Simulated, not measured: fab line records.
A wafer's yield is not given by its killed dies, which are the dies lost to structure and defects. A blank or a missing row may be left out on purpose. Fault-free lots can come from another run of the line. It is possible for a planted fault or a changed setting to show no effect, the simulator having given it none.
fab line records ; flow ritCmos
record: lots: 14; wafers: 42; lastDay: 7
route steps=202 shown WELLDRIVE@50 NWELL@51 PWELL@52 M1@202
lots untouched by any fault: they come from a run of this same line in which no faults occurred
startH: the number of hours between the record's first day and the start of the first shown wafer of the lot ; waitH: hours since the lot's step before ; " the same as in the row above ; L1.1+2: a single row standing in for several wafers ; - no value, or no start given ; * or withheld: withheld ; < > ~ a bound
route shown NAME@n: NAME is a module with steps in the file, n the number in the route of the first one ; usual: the fault-free wafers' mean and standard deviation ; same: alike in all rows ; chamber/n: place in a boat ; sites: per-site readings ; _std_site: standard deviation across them ; _edge_site: outer sites' mean less inner sites' ; radiusMm: for every site, how far away it sits from the centre of the wafer ; mask NAME#n: copy n ; behind: the tool/chamber that last shaped the wafer ; hold: reason for holding the lot/hours on hold/outcome of the hold ; device: which transistor (n, p or np) failed to switch ; end of line: the route-end tests of the same wafers ; a step given without rows: its recipe and nothing more ; killed: at the first sort, the dies lost to defects and structure; wafer yield is something else ; map: shows each die of a wafer: x if killed, . if not, _ if none is there
set.NAME: the setting that was run; set.NAME@STEP: the one run at that earlier step ; model.NAME: the simulator's own value behind a step, which no gauge read
steps of the route over a sample of lots; a table a step, a row a wafer
services: a tool's chamber out of use, with start hour (startH, from the record's first day; less than 0 if before it), hours out, and reason
== steps ==
step: RIT_WELLDRIVE_ANNEAL_00
recipe: tempC: 1100; timeS: 14700; ambient: N2
usual: spikeTcCentreC: 1102.6/1.1; spikeTcLoadC: 1129.1/1.8; spikeTcSourceC: 1128.3/2; tubeCenterTempC: 1100/0.1; tube_center_temp_C_max: 1102.8/0.48; zonePowerLoadPct: 45.2/2.4
lot.wafer;tool;chamber;startH;waitH;spikeTcCentreC;spikeTcLoadC;spikeTcSourceC;tubeCenterTempC;tube_center_temp_C_max;zonePowerLoadPct
L635.1;furnace-03;0;25.48;0.4;1101.5;1127.3;1125.2;1100.1;1102.7;44.6
L635.4;furnace-03;0;25.48;0.4;1102.0;1128.0;1127.2;1100.1;1102.8;44.5
L635.6;furnace-03;0;25.48;0.4;1104.7;1127.1;1126.9;1100.1;1102.8;44.8
L636.2;furnace-03;0;30.56;2.1;1102.6;1128.6;1127.3;1100.2;1102.9;44.4
L636.4;furnace-03;0;30.56;2.1;1104.0;1126.6;1127.4;1100;1102.8;44.4
L636.6;furnace-03;0;30.56;2.1;1101.3;1127.6;1128.5;1100;1102.5;43.5
L640.3;furnace-04;0;50.92;0.4;1100.9;1129.9;1130.2;1100;1103.2;43.2
L640.4;furnace-04;0;50.92;0.4;1101.7;1130.4;1131.1;1099.9;1102.8;42.0
L640.6;furnace-04;0;50.92;0.4;1101.2;1129.2;1130.9;1099.8;1103.1;42.4
L641.1;furnace-03;0;55.09;0.1;1104.1;1126.9;1127.5;1099.8;1102.6;43.9
L641.2;furnace-03;0;55.09;0.1;1103.3;1129.6;1128.5;1099.8;1102.0;44.7
L641.6;furnace-03;0;55.09;0.1;1102.1;1126.6;1127.0;1099.9;1102.0;44.1
L642.3;furnace-01;0;58.72;0.0;1124.7;1153.8;1151.7;1122;1125.3;49.5
L642.4;furnace-01;0;58.72;0.0;1124.1;1153.9;1149.7;1121.9;1125.2;49.4
L642.5;furnace-01;0;58.72;0.0;1124.2;1153.3;1150.0;1121.9;1124.2;49.7
L643.2;furnace-01;0;65.78;0.0;1125.3;1155.0;1148.9;1122;1124.9;49.9
L643.3;furnace-01;0;65.78;0.0;1124.3;1154.0;1150.7;1121.9;1124.9;49.5
L643.4;furnace-01;0;65.78;0.0;1124.5;1154.3;1149.2;1121.9;1124.2;49.5
L644.1;furnace-04;0;72.02;1.9;1103.2;1128.3;1132.6;1100.1;1102.7;42.1
L644.2;furnace-04;0;72.02;1.9;1103.7;1129.1;1131.0;1100;1102.8;41.7
L644.3;furnace-04;0;72.02;1.9;1102.8;1128.4;1131.0;1100.1;1102.6;41.5
L649.2;furnace-04;0;97.33;1.7;1101.2;1129.0;1131.9;1099.9;1102.5;42.6
L649.4;furnace-04;0;97.33;1.7;1102.7;1128.1;1131.8;1100;1103.5;42.3
L649.6;furnace-04;0;97.33;1.7;1102.5;1128.0;1131.4;1100.1;1103.2;41.6
L650.1;furnace-03;0;99.25;0.1;1103.1;1128.3;1126.1;1099.9;1103.5;44.3
L650.2;furnace-03;0;99.25;0.1;1102.9;1129.1;1128.4;1100.1;1103.1;44.2
L650.4;furnace-03;0;99.25;0.1;1102.7;1127.0;1127.7;1100.1;1102.5;44.1
L651.1;furnace-03;0;106.33;0.1;1101.6;1126.6;1127.1;1099.9;1102.3;44.6
L651.3;furnace-03;0;106.33;0.1;1102.5;1128.0;1127.7;1099.9;1103.3;43.9
L651.4;furnace-03;0;106.33;0.1;1102.8;1127.3;1126.6;1099.9;1103.0;44.0
L654.3;furnace-04;0;119.37;0.0;1102.1;1128.2;1130.6;1100;1102.4;41.8
L654.4;furnace-04;0;119.37;0.0;1100.9;1128.7;1132.1;1100;1102.6;42.4
L654.6;furnace-04;0;119.37;0.0;1103.0;1127.8;1131.8;1100.1;1102.9;41.9
L655.1;furnace-04;0;124.94;0.1;1103.0;1127.2;1131.1;1100;1103.0;41.9
L655.2;furnace-04;0;124.94;0.1;1102.1;1128.9;1131.7;1099.7;1101.7;42.8
L655.4;furnace-04;0;124.94;0.1;1103.9;1129.6;1131.4;1100.1;1102.7;42.2
L657.2;furnace-01;0;133.06;0.0;1101.4;1130.6;1126.3;1099.9;1102.7;47.6
L657.3;furnace-01;0;133.06;0.0;1104.5;1129.1;1126.6;1100.2;1103.1;47.2
L657.4;furnace-01;0;133.06;0.0;1103.7;1131.3;1130.4;1100;1103.7;47.7
L658.1;furnace-01;0;139.84;0.1;1102.0;1129.5;1127.9;1100.1;1102.4;47.3
L658.2;furnace-01;0;139.84;0.1;1101.1;1130.9;1128.5;1100;1102.8;48.2
L658.6;furnace-01;0;139.84;0.1;1102.4;1131.0;1128.0;1099.9;1102.6;48.1
step: RIT_WELLDRIVE_RS_MEAS_01
recipe: thkMeasGauge: four-point-probe
usual: NWELL_RS: 275.5/0.7
lot.wafer;tool;chamber;startH;waitH;NWELL_RS[ohm/sq]
L635.1;filmMetro-01;-;30.56;0.0;276.4
L635.4;filmMetro-01;-;30.56;0.0;276.0
L635.6;filmMetro-01;-;30.56;0.0;276.0
L636.2;filmMetro-01;-;35.67;0.0;276.5
L636.4;filmMetro-01;-;35.67;0.0;275.1
L636.6;filmMetro-01;-;35.67;0.0;275.1
L640.3;filmMetro-04;-;56.05;0.0;274.7
L640.4;filmMetro-04;-;56.05;0.0;274.6
L640.6;filmMetro-04;-;56.05;0.0;275.1
L641.1;filmMetro-01;-;60.17;0.0;275.2
L641.2;filmMetro-01;-;60.17;0.0;275.8
L641.6;filmMetro-01;-;60.17;0.0;275.4
L642.3;filmMetro-04;-;63.84;0.0;251.3
L642.4;filmMetro-04;-;63.84;0.0;251.7
L642.5;filmMetro-04;-;63.84;0.0;251.4
L643.2;filmMetro-04;-;70.89;0.0;253.9
L643.3;filmMetro-04;-;70.89;0.0;254.0
L643.4;filmMetro-04;-;70.89;0.0;253.2
L644.1;filmMetro-02;-;77.10;0.0;274.9
L644.2;filmMetro-02;-;77.10;0.0;274.3
L644.3;filmMetro-02;-;77.10;0.0;275.1
L649.2;filmMetro-02;-;102.43;0.0;275.2
L649.4;filmMetro-02;-;102.43;0.0;274.9
L649.6;filmMetro-02;-;102.43;0.0;275.4
L650.1;filmMetro-01;-;104.33;0.0;275.5
L650.2;filmMetro-01;-;104.33;0.0;275.1
L650.4;filmMetro-01;-;104.33;0.0;276.3
L651.1;filmMetro-02;-;111.41;0.0;274.9
L651.3;filmMetro-02;-;111.41;0.0;275.1
L651.4;filmMetro-02;-;111.41;0.0;275.0
L654.3;filmMetro-04;-;124.49;0.0;275.7
L654.4;filmMetro-04;-;124.49;0.0;275.7
L654.6;filmMetro-04;-;124.49;0.0;276.4
L655.1;filmMetro-01;-;130.03;0.0;275.9
L655.2;filmMetro-01;-;130.03;0.0;275.7
L655.4;filmMetro-01;-;130.03;0.0;276.1
L657.2;filmMetro-01;-;138.17;0.0;274.9
L657.3;filmMetro-01;-;138.17;0.0;275.5
L657.4;filmMetro-01;-;138.17;0.0;275.6
L658.1;filmMetro-02;-;144.92;0.0;275.5
L658.2;filmMetro-02;-;144.92;0.0;275.1
L658.6;filmMetro-02;-;144.92;0.0;275.6
step: RIT_WELLDRIVE_RS_MEAS_02
recipe: thkMeasGauge: four-point-probe
usual: PWELL_RS: 429.1/1.1
lot.wafer;tool;chamber;startH;waitH;PWELL_RS[ohm/sq]
L635.1;filmMetro-01;-;30.68;0.1;430.2
L635.4;filmMetro-01;-;30.68;0.1;429.6
L635.6;filmMetro-01;-;30.68;0.1;428.9
L636.2;filmMetro-01;-;35.79;0.1;429.3
L636.4;filmMetro-01;-;35.79;0.1;429.7
L636.6;filmMetro-01;-;35.79;0.1;428.6
L640.3;filmMetro-04;-;56.17;0.1;430.2
L640.4;filmMetro-04;-;56.17;0.1;430.6
L640.6;filmMetro-04;-;56.17;0.1;430.7
L641.1;filmMetro-01;-;60.29;0.1;428.6
L641.2;filmMetro-01;-;60.29;0.1;430.6
L641.6;filmMetro-01;-;60.29;0.1;429.4
L642.3;filmMetro-04;-;63.96;0.1;404.6
L642.4;filmMetro-04;-;63.96;0.1;402.4
L642.5;filmMetro-04;-;63.96;0.1;403.6
L643.2;filmMetro-04;-;71.01;0.1;403.5
L643.3;filmMetro-04;-;71.01;0.1;404.4
L643.4;filmMetro-04;-;71.01;0.1;404.6
L644.1;filmMetro-02;-;77.22;0.1;428.4
L644.2;filmMetro-02;-;77.22;0.1;430.5
L644.3;filmMetro-02;-;77.22;0.1;428.8
L649.2;filmMetro-02;-;102.55;0.1;428.6
L649.4;filmMetro-02;-;102.55;0.1;429.1
L649.6;filmMetro-02;-;102.55;0.1;428.9
L650.1;filmMetro-01;-;104.45;0.1;430.8
L650.2;filmMetro-01;-;104.45;0.1;429.8
L650.4;filmMetro-01;-;104.45;0.1;430.7
L651.1;filmMetro-02;-;111.53;0.1;429.8
L651.3;filmMetro-02;-;111.53;0.1;430.2
L651.4;filmMetro-02;-;111.53;0.1;429.2
L654.3;filmMetro-04;-;124.61;0.1;429.8
L654.4;filmMetro-04;-;124.61;0.1;429.8
L654.6;filmMetro-04;-;124.61;0.1;429.4
L655.1;filmMetro-01;-;130.15;0.1;429.0
L655.2;filmMetro-01;-;130.15;0.1;429.5
L655.4;filmMetro-01;-;130.15;0.1;429.8
L657.2;filmMetro-01;-;138.29;0.1;428.0
L657.3;filmMetro-01;-;138.29;0.1;429.1
L657.4;filmMetro-01;-;138.29;0.1;428.9
L658.1;filmMetro-02;-;145.04;0.1;430.5
L658.2;filmMetro-02;-;145.04;0.1;429.5
L658.6;filmMetro-02;-;145.04;0.1;430.5
step: RIT_M1_PROBE_99
usual: killed_at_M0_to_M3: 0.0/0.12; killedAtContacts: 0.1/0.34; killedAtFrontEnd: 7.0/2.9; killedDies: 7.2/2.9; killedOpen: 3.6/1.9; killedShort: 3.5/2.1
same: grossDies: 264; killed_at_M4_up: 0; killedAtBackSide: 0; killedAtOther: 0
lot.wafer;tool;chamber;startH;waitH;killed_at_M0_to_M3;killedAtContacts;killedAtFrontEnd;killedDies;killedOpen;killedShort
L641.1;prober-01;-;90.53;0.1;0;0;6;6;1;5
L641.2;prober-01;-;90.58;0.1;0;0;11;11;6;5
L641.6;prober-01;-;90.78;0.2;0;0;6;6;1;5
L644.1;prober-02;-;112.49;0.1;0;0;8;8;5;3
L644.2;prober-02;-;112.54;0.1;0;0;4;4;3;1
L644.3;prober-02;-;112.59;0.2;0;0;5;5;1;4
killed by level:class
L641.1 GATE:geometricParticle:short=2 FOX1:geometricParticle:short=1 GATE:geometricParticle:open=1 SPACER:geometricParticle:short=1 SILICIDE:geometricParticle:short=1
L641.2 GATE:geometricParticle:open=3 SPACER:geometricParticle:short=3 GATE:geometricParticle:short=2 REOX:geometricParticle:open=1 SPACER:geometricParticle:open=1 SILICIDE:geometricParticle:open=1
L641.6 SPACER:geometricParticle:short=2 SILICIDE:geometricParticle:short=2 GATE:geometricParticle:open=1 GATE:geometricParticle:short=1
L644.1 GATE:geometricParticle:open=3 GATE:geometricParticle:short=2 FOX1:geometricParticle:open=1 FOX1:geometricParticle:short=1 SPACER:geometricParticle:open=1
L644.2 GATE:geometricParticle:open=1 GATE:geometricParticle:short=1 REOX:geometricParticle:open=1 SPACER:geometricParticle:open=1
L644.3 FOX1:geometricParticle:short=1 GATE:geometricParticle:short=1 REOX:geometricParticle:open=1 REOX:geometricParticle:short=1 SILICIDE:geometricParticle:short=1
== services ==
tool;chamber;startH;hours;kind
furnace-01;-;27.54;3.7;pm
furnace-04;-;35.81;3.0;pm
furnace-03;-;134.82;2.4;pm
== key ==
firstSign: step: RIT_WELLDRIVE_ANNEAL_00; reading: tubeCenterTempC; direction: up; sigmas: 99+; usual: *; struck: *
effect: step: RIT_WELLDRIVE_ANNEAL_00; reading: tube_center_temp_C_max; direction: up; sigmas: 46; usual: *; struck: *
effect: step: RIT_WELLDRIVE_RS_MEAS_01; reading: NWELL_RS; direction: down; sigmas: 33; usual: 275.5; struck: 252.6
effect: step: RIT_WELLDRIVE_RS_MEAS_02; reading: PWELL_RS; direction: down; sigmas: 24; usual: 429.1; struck: 403.9
metAt RIT_WELLDRIVE_ANNEAL_00
struckLots L642,L643
testerLeftOut L642,L643
fault: kind: processParameterDrift; tool: furnace-01; chamber: -; onsetH: 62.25; steps: RIT_WELLDRIVE_ANNEAL_00; channel: tempC; offset: *; shape: step; endH: 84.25; actsIn: *; stated: *
testerLeftOut: of these lots the tester's yield and bins aren't shown, on N5 and GAA mostly nor the transistor test; their killed dies are dies lost to structure and defects alone, not to doping, threshold or leakage, so they don't give the yield
